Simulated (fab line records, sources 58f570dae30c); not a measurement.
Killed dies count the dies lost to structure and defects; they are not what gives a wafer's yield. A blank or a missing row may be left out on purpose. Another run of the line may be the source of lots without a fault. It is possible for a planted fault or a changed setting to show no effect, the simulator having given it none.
Which tool is to blame? | flow berkeleyCmos170 | 42 wafers from 14 lots sampled at 4 of the route's 331 steps

== WHAT EACH GAUGE READ, for each wafer ==
UCB170_NWELL_OVL_MEAS_12. Usual: NWELL_OVL typically reads 4 nm, with standard deviation 4.8.
lot  | measured    | on         | NWELL_OVL (nm) | flag
L534 | day 2 10:40 | overlay-02 | 6 -4 2         | 
L536 | day 2 19:07 | overlay-01 | 15 8 8         | 
L537 | day 3 06:21 | overlay-01 | 3 3 -1         | 
L538 | day 3 21:10 | overlay-01 | 11 10 11       | 
L541 | day 4 11:07 | overlay-02 | -4 -1 4        | 
L540 | day 4 11:13 | overlay-01 | -2 -5 5        | 
L542 | day 4 15:23 | overlay-01 | 6 6 5          | 
L544 | day 4 17:44 | overlay-01 | 6 10 8         | 
L546 | day 5 05:16 | overlay-01 | 5 3 8          | 
L547 | day 5 05:58 | overlay-02 | 2 5 1          | 
L550 | day 5 23:21 | overlay-01 | 5 7 2          | 
L552 | day 6 03:14 | overlay-02 | -6 1 -7        | 
L553 | day 6 07:32 | overlay-01 | -3 1 -3        | 
L554 | day 6 18:14 | overlay-01 | 2 2 3          | 

UCB170_PFIELD_TW_MEAS_09. Usual: PFIELD_TW typically reads 605, with standard deviation 4.7.
lot  | measured    | on           | PFIELD_TW   | flag
L534 | day 5 00:35 | filmMetro-04 | 606 610 612 | 
L536 | day 5 17:38 | filmMetro-04 | 610 610 611 | 
L537 | day 6 00:43 | filmMetro-02 | 603 600 598 | 
L538 | day 6 01:16 | filmMetro-02 | 598 596 598 | 
L541 | day 6 21:01 | filmMetro-01 | 608 605 607 | 
L540 | day 6 21:37 | filmMetro-04 | 606 606 603 | 
L542 | day 7 08:42 | filmMetro-02 | 601 598 600 | 
L544 | day 7 09:25 | filmMetro-01 | 606 608 605 | 
L546 | day 7 14:17 | filmMetro-04 | 609 610 612 | 
L547 | day 7 18:34 | filmMetro-02 | 600 600 598 | 
L550 | day 8 04:57 | filmMetro-01 | 608 608 602 | 
L552 | day 8 05:31 | filmMetro-02 | 597 598 597 | 
L553 | day 8 17:04 | filmMetro-01 | 604 605 603 | 
L554 | day 9 05:04 | filmMetro-04 | 608 606 605 | 

== WHAT TOOL EACH LOT RAN ON (gives the tool, then ch and the chambers of the sampled wafers, and finally the start) ==
lot  | UCB170_PWELL_ETCH_14             | UCB170_PWELL_STRIP_16
L534 | rieDiel-01 ch 1,2,3, day 3 07:43 | plasmaAsher-04 ch 0,1, day 3 07:58
L536 | rieDiel-02 ch 0,1,2, day 3 22:38 | plasmaAsher-02 ch 0,1, day 3 22:53
L537 | rieDiel-01 ch 0,2,3, day 4 12:50 | plasmaAsher-04 ch 0,1, day 4 13:05
L538 | rieDiel-02 ch 1,2, day 4 17:19   | plasmaAsher-02 ch 0,1, day 4 17:34
L541 | rieDiel-01 ch 2,3, day 5 11:05   | plasmaAsher-03 ch 0, day 5 11:20
L540 | rieDiel-02 ch 0,1, day 5 11:23   | plasmaAsher-02 ch 0,1, day 5 11:40
L542 | rieDiel-01 ch 0,1, day 5 15:35   | plasmaAsher-04 ch 0,1, day 5 15:50
L544 | rieDiel-04 ch 0,3, day 5 15:17   | plasmaAsher-03 ch 0,1, day 5 15:32
L546 | rieDiel-04 ch 0,2,3, day 5 22:17 | plasmaAsher-02 ch 0,1, day 5 22:32
L547 | rieDiel-04 ch 0,1,3, day 6 05:58 | plasmaAsher-03 ch 0,1, day 6 06:13
L550 | rieDiel-04 ch 2,3, day 6 22:45   | plasmaAsher-04 ch 0,1, day 6 23:00
L552 | rieDiel-02 ch 0,1,3, day 6 22:50 | plasmaAsher-03 ch 0,1, day 6 23:09
L553 | rieDiel-04 ch 2,3, day 7 06:37   | plasmaAsher-04 ch 0,1, day 7 06:52
L554 | rieDiel-02 ch 0,1,3, day 7 13:37 | plasmaAsher-03 ch 0,1, day 7 13:55
- UCB170_PWELL_ETCH_14: etches Si3N4 in CH3F/Ar/O2, stops on SiO2, target depth 242 nm, time 151 s.
- UCB170_PWELL_STRIP_16: strips in O2.

== AS READ BY THE TOOLS THEMSELVES (means over the sampled wafers that have a number; for cases with no such wafer, the mark the record gives instead) ==
UCB170_PWELL_ETCH_14. Usual: O2_flow_sccm 6.998 sccm, standard deviation 0.021; drypumpMotorCurrentA 5.6 A, standard deviation 0.44; oesProductAu 0.946 a.u., standard deviation 0.012; throttleValvePct 8.05 %, standard deviation 0.17.
lot  | tool       | O2_flow_sccm (sccm) | drypumpMotorCurrentA (A) | oesProductAu (a.u.) | throttleValvePct (%) | flag
L534 | rieDiel-01 | 7.002               | 5.2                      | 0.941               | 8.07                 | 
L536 | rieDiel-02 | 6.986               | 5.6                      | 0.945               | 8.00                 | 
L537 | rieDiel-01 | 7.003               | 5.2                      | 0.936               | 8.09                 | 
L538 | rieDiel-02 | 6.999               | 6.0                      | 0.955               | 8.06                 | 
L541 | rieDiel-01 | 7.008               | 5.1                      | 0.924               | 8.17                 | 
L540 | rieDiel-02 | 7.004               | 5.2                      | 0.947               | 7.91                 | 
L542 | rieDiel-01 | 7.001               | 5.6                      | 0.954               | 7.87                 | 
L544 | rieDiel-04 | 6.999               | 5.6                      | 0.956               | 8.08                 | 
L546 | rieDiel-04 | 6.995               | 5.9                      | 0.956               | 8.13                 | 
L547 | rieDiel-04 | 6.997               | 5.6                      | 0.962               | 8.01                 | 
L550 | rieDiel-04 | 7.020               | 6.0                      | 0.932               | 8.28                 | 
L552 | rieDiel-02 | 6.972               | 5.4                      | 0.944               | 8.00                 | 
L553 | rieDiel-04 | 7.006               | 6.2                      | 0.925               | 8.31                 | 
L554 | rieDiel-02 | 7.002               | 5.4                      | 0.942               | 8.00                 | 

UCB170_PWELL_STRIP_16. Usual: drypumpMotorCurrentA 5.8 A, standard deviation 0.38; oesProductAu 0.721 a.u., standard deviation 0.0046; stripTimeToEndpointS 18.07 s, standard deviation 0.073.
lot  | tool           | drypumpMotorCurrentA (A) | oesProductAu (a.u.) | stripTimeToEndpointS (s) | flag
L534 | plasmaAsher-04 | 5.8                      | 0.721               | 18.08                    | 
L536 | plasmaAsher-02 | 6.3                      | 0.724               | 18.10                    | 
L537 | plasmaAsher-04 | 5.7                      | 0.725               | 18.12                    | 
L538 | plasmaAsher-02 | 6.0                      | 0.721               | 18.04                    | 
L541 | plasmaAsher-03 | 5.8                      | 0.723               | 18.08                    | 
L540 | plasmaAsher-02 | 6.2                      | 0.721               | 18.04                    | 
L542 | plasmaAsher-04 | 5.7                      | 0.720               | 18.08                    | 
L544 | plasmaAsher-03 | 5.3                      | 0.720               | 18.12                    | 
L546 | plasmaAsher-02 | 6.0                      | 0.723               | 18.12                    | 
L547 | plasmaAsher-03 | 5.3                      | 0.722               | 18.19                    | 
L550 | plasmaAsher-04 | 5.7                      | 0.719               | 18.03                    | 
L552 | plasmaAsher-03 | 5.3                      | 0.721               | 18.00                    | 
L553 | plasmaAsher-04 | 5.8                      | 0.724               | 18.03                    | 
L554 | plasmaAsher-03 | 5.6                      | 0.720               | 18.12                    | 

== THE ANSWER, worked out from the rows above alone ==
Rule: a lot is off if the mean of its wafers that have a number lies more than 3 standard deviations from the usual mean. A lot without any number at a reading at which 4 lots or more have one is off too. Any other lot the step has rows for is counted as sound. The gauges are gone through in route order, then the tools' own readings, and for those a lot's mean is taken as printed above. The first step at which some lot is off is used, and at that step the reading that is off furthest; a lot without a number counts as furthest.
Nothing can be told from this: no lot is off at any reading shown.

== WHAT HAD BEEN PUT IN BY THE SIMULATOR ==
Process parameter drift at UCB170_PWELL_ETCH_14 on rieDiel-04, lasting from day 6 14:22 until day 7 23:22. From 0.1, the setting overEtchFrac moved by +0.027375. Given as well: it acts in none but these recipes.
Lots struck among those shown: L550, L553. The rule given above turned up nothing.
